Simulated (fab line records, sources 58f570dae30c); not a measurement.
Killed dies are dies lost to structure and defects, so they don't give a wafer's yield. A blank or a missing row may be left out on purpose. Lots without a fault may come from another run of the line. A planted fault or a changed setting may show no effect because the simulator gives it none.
Which tool did it? | flow berkeley_cmos170 | 7 lots, 21 wafers sampled, at 3 steps of a route of 331

WHAT THE GAUGES READ, wafer by wafer
UCB170_PWELL_THK_MEAS_06.
lot  | measured    | on            | PWELL_NITRIDE_THK (nm)
L898 | day 3 20:08 | film_metro-04 | 217.3 218.8 218.6
L901 | day 4 15:04 | film_metro-03 | 220.0 221.0 219.2
L902 | day 5 07:24 | film_metro-01 | 219.8 223.2 221.4
L906 | day 5 12:08 | film_metro-01 | 221.5 221.9 223.2
L909 | day 6 03:34 | film_metro-01 | 208.2 209.5 209.9 208.1 209.5 209.6
L911 | day 6 08:42 | film_metro-01 | 207.9 208.4 208.5 207.8 208.9 208.3
L916 | day 7 09:50 | film_metro-01 | 219.6 218.5 219.2

WHICH TOOL RAN EACH LOT (tool, then ch and the chambers of the sampled wafers, then the start)
lot  | UCB170_ZERO_ETCH_06               | UCB170_PWELL_CVD_05
L898 | rie_diel-03 ch 1,3, day 2 04:23   | lpcvd-02 ch 0, day 3 18:13
L901 | rie_diel-04 ch 0,2,3, day 2 22:41 | lpcvd-01 ch 0, day 4 13:09
L902 | rie_diel-03 ch 1,2,3, day 3 10:38 | lpcvd-02 ch 1, day 5 05:28
L906 | rie_diel-03 ch 1,2,3, day 4 05:25 | lpcvd-01 ch 0, day 5 10:13
L909 | rie_diel-01 ch 0,1,2, day 4 13:40 | lpcvd-01 ch 0, day 6 01:38
L911 | rie_diel-01 ch 0,1, day 4 20:11   | lpcvd-01 ch 1, day 6 06:42
L916 | rie_diel-01 ch 1,3, day 6 00:41   | lpcvd-02 ch 0, day 7 07:54
- UCB170_ZERO_ETCH_06: etches SiO2 in CHF3/CF4/Ar, time 12 s.
- UCB170_PWELL_CVD_05: deposits Si3N4 from SiH2Cl2/NH3, target thk 220 nm, time 3300 s.

THE ANSWER, worked out from the rows above alone
Rule: what is usual is taken from the lots themselves. Put in order of their means at a reading, lots are off if they are a third of the lots or fewer, leave a main group of 4 or more, and stand apart from it by a gap of 3 or more times the standard deviation of the main group's means; of several such gaps the widest counts. A main group whose means are all the same, to the digits that the tables above print for the reading, isn't used. A lot without any number at a reading at which 4 lots or more have one is off too. The other lots that the step has rows for count as sound.
Off: L909, L911, at UCB170_PWELL_THK_MEAS_06 (PWELL_NITRIDE_THK). The main group: mean 220.2 nm, standard deviation 1.5.
A tool fits if, at a process step before that reading, it ran every lot that is off, and no sound lot after the first of them. The gauges at UCB170_PWELL_THK_MEAS_06 are tried like those tools. One fits: lpcvd-01 at UCB170_PWELL_CVD_05. Its last sound lot is L906 (day 5 10:13), its first lot that is off L909 (day 6 01:38): a fault that began between those two fits.

WHAT THE SIMULATOR HAD PUT IN
Process parameter drift: lpcvd-01, from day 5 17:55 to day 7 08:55, at UCB170_PWELL_CVD_05. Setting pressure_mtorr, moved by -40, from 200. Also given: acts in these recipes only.
Lots struck among those shown: L909, L911. The rule above found the same.
